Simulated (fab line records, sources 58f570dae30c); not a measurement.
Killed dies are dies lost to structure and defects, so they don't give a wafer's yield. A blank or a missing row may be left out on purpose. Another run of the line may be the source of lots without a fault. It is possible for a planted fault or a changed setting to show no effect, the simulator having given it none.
fab line records	flow berkeley_cmos170
record lots=5	wafers=15	last_day=11
route steps=331 shown NVT@107 PVT@115
lots that met no fault: taken from a fault-free run of the same line
start_h: hours from the record's first day to the start of the lot's first wafer shown	wait_h: hours from the lot's prior step to this one	" the same as in the row above	L1.1+2: one row covering several wafers at once	- no value present, or no start provided	* or withheld: withheld	< > ~ a bound
route shown NAME@n: NAME is a module with steps in the file, n the number in the route of the first one	usual: mean/standard deviation of fault-free wafers	same: alike in all rows	chamber/n: place in a boat	sites: the reading at each site	_std_site: the values' standard deviation	_edge_site: mean of outer sites minus mean of inner sites	radius_mm: how far each site lies from the wafer's centre	mask NAME#n: copy n	behind: the most recent tool/chamber to have shaped the wafer	hold: what put the lot on hold/how long, in hours/how the hold closed	device: the transistor (n, p or np) that didn't switch	end of line: the route-end tests of the same wafers	where a step has no rows: the recipe by itself	killed: dies lost to structure and defects at the first sort, not the wafer's yield	map: a wafer's dies, x killed, . not, _ none there
set.NAME: the setting as run; set.NAME@STEP: as run at that earlier step	model.NAME: the simulator's own value behind a step, which no gauge read
certain route steps with their lots: each step a table, each wafer a row
services: a tool's chamber out of use, with start hour (start_h, from the record's first day; less than 0 if before it), hours out, and reason
## steps
# step UCB170_NVT_EXPOSE_03
# recipe mask_id=PWELL	target_cd_nm=3000	na=0.5	sigma_outer=0.6	source_shape=conventional	dose_mj=30
# usual focus_offset_nm=-0.1/0.59
lot.wafer	tool	chamber	start_h	wait_h	mask	focus_offset_nm
L080.1	krf_scanner-01	0	139.69	0.1	PWELL#0	-0.3
L080.5	"	0	"	"	PWELL#0	0.2
L080.6	"	0	"	"	PWELL#0	0.1
L081.3	krf_scanner-02	0	140.04	0.2	PWELL#0	-0.4
L081.4	"	0	"	"	PWELL#0	-0.4
L081.6	"	0	"	"	PWELL#0	0.7
L083.1	krf_scanner-02	0	146.25	0.5	PWELL#0	0.0
L083.2	"	0	"	"	PWELL#0	0.7
L083.3	"	0	"	"	PWELL#0	-0.4
L086.3	krf_scanner-02	0	168.09	0.2	PWELL#0	0.2
L086.4	"	0	"	"	PWELL#0	0.4
L086.6	"	0	"	"	PWELL#0	0.4
L096.2	krf_scanner-02	0	211.51	0.3	PWELL#0	0.1
L096.3	"	0	"	"	PWELL#0	-0.1
L096.5	"	0	"	"	PWELL#0	-0.1
# step UCB170_NVT_PEB_04
# recipe peb_temp_c=130	peb_time_s=withheld	resist=KrF
# usual plate_temp_C=129.95/0.14
lot.wafer	tool	chamber	start_h	wait_h	plate_temp_C
L080.1	litho_track-03	0	140.04	0.3	130.05
L080.5	"	0	"	"	129.97
L080.6	"	0	"	"	129.97
L081.3	litho_track-01	0	140.19	0.1	130.18
L081.4	"	0	"	"	129.97
L081.6	"	0	"	"	129.89
L083.1	litho_track-04	0	146.57	0.3	129.81
L083.2	"	0	"	"	129.87
L083.3	"	0	"	"	130.00
L086.3	litho_track-03	0	168.22	0.1	129.77
L086.4	"	0	"	"	130.06
L086.6	"	0	"	"	129.84
L096.2	litho_track-03	0	211.73	0.2	129.72
L096.3	"	0	"	"	129.90
L096.5	"	0	"	"	129.72
# step UCB170_NVT_DEVELOP_05
# recipe developer=TMAH	develop_time_s=45	resist=KrF	dev_temp_c=21
lot.wafer	tool	chamber	start_h	wait_h
L080.1+5+6	litho_track-03	0	-	-
L081.3+4+6	litho_track-01	0	-	-
L083.1+2+3	litho_track-04	0	-	-
L086.3+4+6	litho_track-03	0	-	-
L096.2+3+5	litho_track-03	0	-	-
# step UCB170_NVT_OVL_MEAS_06
# usual NVT_OVL=4/5.3
lot.wafer	tool	chamber	start_h	wait_h	NVT_OVL[nm]
L080.1	overlay-02	-	140.31	-	3
L080.5	"	-	"	"	3
L080.6	"	-	"	"	6
L081.3	overlay-01	-	140.43	-	8
L081.4	"	-	"	"	10
L081.6	"	-	"	"	5
L083.1	overlay-01	-	146.84	-	8
L083.2	"	-	"	"	7
L083.3	"	-	"	"	7
L086.3	overlay-02	-	168.46	-	7
L086.4	"	-	"	"	2
L086.6	"	-	"	"	2
L096.2	overlay-01	-	211.98	-	-1
L096.3	"	-	"	"	5
L096.5	"	-	"	"	5
# step UCB170_NVT_IMPLANT_07
# recipe species=BF2	dose_cm2=3e+12	energy_kev=50	tilt_deg=7
lot.wafer	tool	chamber	start_h	wait_h
L080.1+5+6	implanter-02	0	140.35	0.0
L081.3+4+6	implanter-04	0	140.51	0.1
L083.1+2+3	implanter-04	0	146.88	0.0
L086.3+4+6	implanter-01	0	168.53	0.1
L096.2+3+5	implanter-02	0	212.04	0.0
# step UCB170_NVT_STRIP_08
# recipe chemistry=O2	power_w=400	pressure_mtorr=3500	platen_temp_c=withheld	o2_flow_sccm=400	overash_fraction=0.5
# usual drypump_motor_current_A=5.7/0.32	oes_product_au=0.734/0.0044	strip_time_to_endpoint_s=21.41/0.079
lot.wafer	tool	chamber	start_h	wait_h	drypump_motor_current_A	oes_product_au	rf_hours_counter_h	strip_time_to_endpoint_s
L080.1	plasma_asher-03	0	140.50	0.1	5.1	0.737	46	21.52
L080.5	"	0	"	"	5.1	0.740	-	21.62
L080.6	"	1	"	"	5.9	0.735	-	21.58
L081.3	plasma_asher-01	1	140.64	0.1	6.1	0.739	-	21.30
L081.4	"	0	"	"	5.6	0.732	-	21.39
L081.6	"	1	"	"	6.0	0.729	-	21.32
L083.1	plasma_asher-02	1	147.03	0.1	6.0	0.732	46	21.43
L083.2	"	0	"	"	5.7	0.740	46	21.41
L083.3	"	0	"	"	5.7	0.742	-	21.31
L086.3	plasma_asher-01	0	168.67	0.1	5.6	0.737	-	21.38
L086.4	"	1	"	"	6.0	0.733	-	21.40
L086.6	"	1	"	"	6.0	0.737	-	21.43
L096.2	plasma_asher-03	1	212.16	0.1	5.8	0.730	55	21.32
L096.3	"	1	"	"	5.9	0.723	-	21.31
L096.5	"	0	"	"	5.1	0.733	-	21.35
# step UCB170_NVT_TW_MEAS_09
# usual NVT_TW=523/9
lot.wafer	tool	chamber	start_h	wait_h	NVT_TW
L080.1	film_metro-02	-	140.60	0.1	515
L080.5	"	-	"	"	515
L080.6	"	-	"	"	515
L081.3	film_metro-01	-	140.73	0.1	526
L081.4	"	-	"	"	524
L081.6	"	-	"	"	527
L083.1	film_metro-02	-	147.13	0.1	511
L083.2	"	-	"	"	514
L083.3	"	-	"	"	516
L086.3	film_metro-04	-	168.75	0.1	535
L086.4	"	-	"	"	534
L086.6	"	-	"	"	534
L096.2	film_metro-02	-	212.27	0.1	517
L096.3	"	-	"	"	516
L096.5	"	-	"	"	517
# step UCB170_NVT_CLEAN_10
# recipe chemistry=SPM	temp_c=120	time_s=600
lot.wafer	tool	chamber	start_h	wait_h
L080.1+5+6	wet_bench-02	2	140.66	0.1
L081.3+4+6	wet_bench-02	0	140.83	0.1
L083.1+2+3	wet_bench-02	0	147.44	0.3
L086.3+4+6	wet_bench-01	3	168.79	0.0
L096.2+3+5	wet_bench-03	0	212.34	0.1
# step UCB170_PVT_HMDS_00
# recipe prime_time_s=60	prime_temp_c=100
lot.wafer	tool	chamber	start_h	wait_h
L080.1+5+6	litho_track-01	0	140.87	0.0
L081.3+4+6	litho_track-02	0	141.28	0.3
L083.1+2+3	litho_track-02	0	148.17	0.4
L086.3+4+6	litho_track-01	0	169.02	0.1
L096.2+3+5	litho_track-02	0	212.61	0.1
# step UCB170_PVT_COAT_01
# recipe resist=KrF	spin_rpm=1500	resist_thk_nm=900
lot.wafer	tool	chamber	start_h	wait_h
L080.1+5+6	litho_track-01	0	141.02	0.1
L081.3+4+6	litho_track-02	0	141.43	0.1
L083.1+2+3	litho_track-02	0	148.32	0.1
L086.3+4+6	litho_track-01	0	169.17	0.1
L096.2+3+5	litho_track-02	0	212.76	0.1
# step UCB170_PVT_SOFTBAKE_02
# recipe resist=KrF	temp_c=130	time_s=60
# usual plate_temp_C=129.95/0.14
lot.wafer	tool	chamber	start_h	wait_h	plate_temp_C
L080.1	litho_track-01	0	141.17	0.1	129.98
L080.5	"	0	"	"	130.08
L080.6	"	0	"	"	130.10
L081.3	litho_track-02	0	141.58	0.1	130.05
L081.4	"	0	"	"	130.15
L081.6	"	0	"	"	130.01
L083.1	litho_track-02	0	148.47	0.1	129.85
L083.2	"	0	"	"	129.85
L083.3	"	0	"	"	129.99
L086.3	litho_track-01	0	169.32	0.1	130.10
L086.4	"	0	"	"	129.99
L086.6	"	0	"	"	130.04
L096.2	litho_track-02	0	212.91	0.1	130.19
L096.3	"	0	"	"	130.14
L096.5	"	0	"	"	130.02
# step UCB170_PVT_EXPOSE_03
# recipe mask_id=NWELL	target_cd_nm=3000	na=0.5	sigma_outer=0.6	source_shape=conventional	dose_mj=30
# usual focus_offset_nm=0.0/0.6
lot.wafer	tool	chamber	start_h	wait_h	mask	focus_offset_nm
L080.1	krf_scanner-02	0	141.32	0.1	NWELL#0	-0.2
L080.5	"	0	"	"	NWELL#0	-0.1
L080.6	"	0	"	"	NWELL#0	0.1
L081.3	krf_scanner-02	0	141.72	0.1	NWELL#0	-0.9
L081.4	"	0	"	"	NWELL#0	0.2
L081.6	"	0	"	"	NWELL#0	-1.0
L083.1	krf_scanner-02	0	148.77	0.3	NWELL#0	-1.1
L083.2	"	0	"	"	NWELL#0	-0.2
L083.3	"	0	"	"	NWELL#0	-0.6
L086.3	krf_scanner-02	0	169.58	0.2	NWELL#0	0.4
L086.4	"	0	"	"	NWELL#0	0.0
L086.6	"	0	"	"	NWELL#0	0.7
L096.2	krf_scanner-01	0	213.18	0.2	NWELL#0	0.7
L096.3	"	0	"	"	NWELL#0	0.4
L096.5	"	0	"	"	NWELL#0	-0.1
# step UCB170_PVT_PEB_04
# recipe peb_temp_c=130	peb_time_s=withheld	resist=KrF
# usual plate_temp_C=130.01/0.14
lot.wafer	tool	chamber	start_h	wait_h	plate_temp_C
L080.1	litho_track-01	0	141.77	0.4	130.24
L080.5	"	0	"	"	130.03
L080.6	"	0	"	"	130.06
L081.3	litho_track-01	0	142.09	0.4	130.01
L081.4	"	0	"	"	129.93
L081.6	"	0	"	"	129.98
L083.1	litho_track-04	0	149.39	0.6	130.13
L083.2	"	0	"	"	130.11
L083.3	"	0	"	"	130.18
L086.3	litho_track-02	0	169.71	0.1	129.71
L086.4	"	0	"	"	129.93
L086.6	"	0	"	"	130.05
L096.2	litho_track-04	0	213.30	0.1	129.71
L096.3	"	0	"	"	129.94
L096.5	"	0	"	"	130.05
# step UCB170_PVT_DEVELOP_05
# recipe developer=TMAH	develop_time_s=45	resist=KrF	dev_temp_c=21
lot.wafer	tool	chamber	start_h	wait_h
L080.1+5+6	litho_track-01	0	-	-
L081.3+4+6	litho_track-01	0	-	-
L083.1+2+3	litho_track-04	0	-	-
L086.3+4+6	litho_track-02	0	-	-
L096.2+3+5	litho_track-04	0	-	-
# step UCB170_PVT_OVL_MEAS_06
# usual PVT_OVL=-1/5.5
lot.wafer	tool	chamber	start_h	wait_h	PVT_OVL[nm]
L080.1	overlay-01	-	142.04	-	0
L080.5	"	-	"	"	-6
L080.6	"	-	"	"	-3
L081.3	overlay-01	-	142.33	-	-2
L081.4	"	-	"	"	-3
L081.6	"	-	"	"	-4
L083.1	overlay-02	-	149.67	-	-8
L083.2	"	-	"	"	-9
L083.3	"	-	"	"	-1
L086.3	overlay-01	-	169.95	-	-8
L086.4	"	-	"	"	-1
L086.6	"	-	"	"	2
L096.2	overlay-01	-	213.56	-	-4
L096.3	"	-	"	"	-5
L096.5	"	-	"	"	-1
# step UCB170_PVT_IMPLANT_07
# recipe species=P	dose_cm2=2e+12	energy_kev=30	tilt_deg=7
lot.wafer	tool	chamber	start_h	wait_h
L080.1+5+6	implanter-02	0	142.08	0.0
L081.3+4+6	implanter-04	0	142.41	0.1
L083.1+2+3	implanter-04	0	149.70	0.0
L086.3+4+6	implanter-02	0	170.02	0.1
L096.2+3+5	implanter-04	0	213.61	0.0
# step UCB170_PVT_STRIP_08
# recipe chemistry=O2	power_w=400	pressure_mtorr=3500	platen_temp_c=withheld	o2_flow_sccm=400	overash_fraction=0.5299
# usual drypump_motor_current_A=5.5/0.31	oes_product_au=0.724/0.0044	strip_time_to_endpoint_s=21.66/0.073
lot.wafer	tool	chamber	start_h	wait_h	drypump_motor_current_A	oes_product_au	rf_hours_counter_h	strip_time_to_endpoint_s
L080.1	plasma_asher-01	0	142.23	0.1	5.5	0.723	32	21.67
L080.5	"	1	"	"	6.0	0.729	-	21.69
L080.6	"	0	"	"	5.6	0.721	-	21.76
L081.3	plasma_asher-04	0	142.54	0.1	5.4	0.726	-	21.59
L081.4	"	1	"	"	5.4	0.718	-	21.54
L081.6	"	1	"	"	5.4	0.728	-	21.61
L083.1	plasma_asher-04	1	149.85	0.1	5.4	0.722	3	21.61
L083.2	"	0	"	"	5.4	0.714	3	21.62
L083.3	"	0	"	"	5.4	0.723	-	21.66
L086.3	plasma_asher-04	0	170.15	0.1	5.3	0.731	-	21.66
L086.4	"	1	"	"	5.4	0.720	-	21.63
L086.6	"	1	"	"	5.3	0.719	-	21.73
L096.2	plasma_asher-03	0	213.74	0.1	5.1	0.730	55	21.69
L096.3	"	0	"	"	5.1	0.726	-	21.70
L096.5	"	0	"	"	5.1	0.724	-	21.70
# step UCB170_PVT_TW_MEAS_09
# usual PVT_TW=508/9.2
lot.wafer	tool	chamber	start_h	wait_h	PVT_TW
L080.1	film_metro-03	-	142.33	0.1	510
L080.5	"	-	"	"	511
L080.6	"	-	"	"	507
L081.3	film_metro-03	-	142.63	0.1	508
L081.4	"	-	"	"	510
L081.6	"	-	"	"	509
L083.1	film_metro-02	-	149.95	0.1	495
L083.2	"	-	"	"	499
L083.3	"	-	"	"	499
L086.3	film_metro-04	-	170.24	0.1	520
L086.4	"	-	"	"	519
L086.6	"	-	"	"	516
L096.2	film_metro-04	-	213.85	0.1	519
L096.3	"	-	"	"	521
L096.5	"	-	"	"	517
## services
tool	chamber	start_h	hours	kind
plasma_asher-04	0	117.75	-	clean
plasma_asher-04	1	117.75	-	clean
krf_scanner-02	-	133.99	0.8	pm
krf_scanner-02	-	134.74	1.0	pm
krf_scanner-02	-	137.23	1.3	pm
krf_scanner-01	0	147.56	-	calibration
plasma_asher-04	-	147.88	1.2	repair
plasma_asher-03	-	150.77	2.4	repair
krf_scanner-01	-	153.39	1.2	repair
implanter-01	-	156.96	3.1	repair
krf_scanner-01	-	198.14	1.0	repair
wet_bench-02	-	199.31	1.4	repair
implanter-02	-	209.04	2.7	repair
## key
fault none
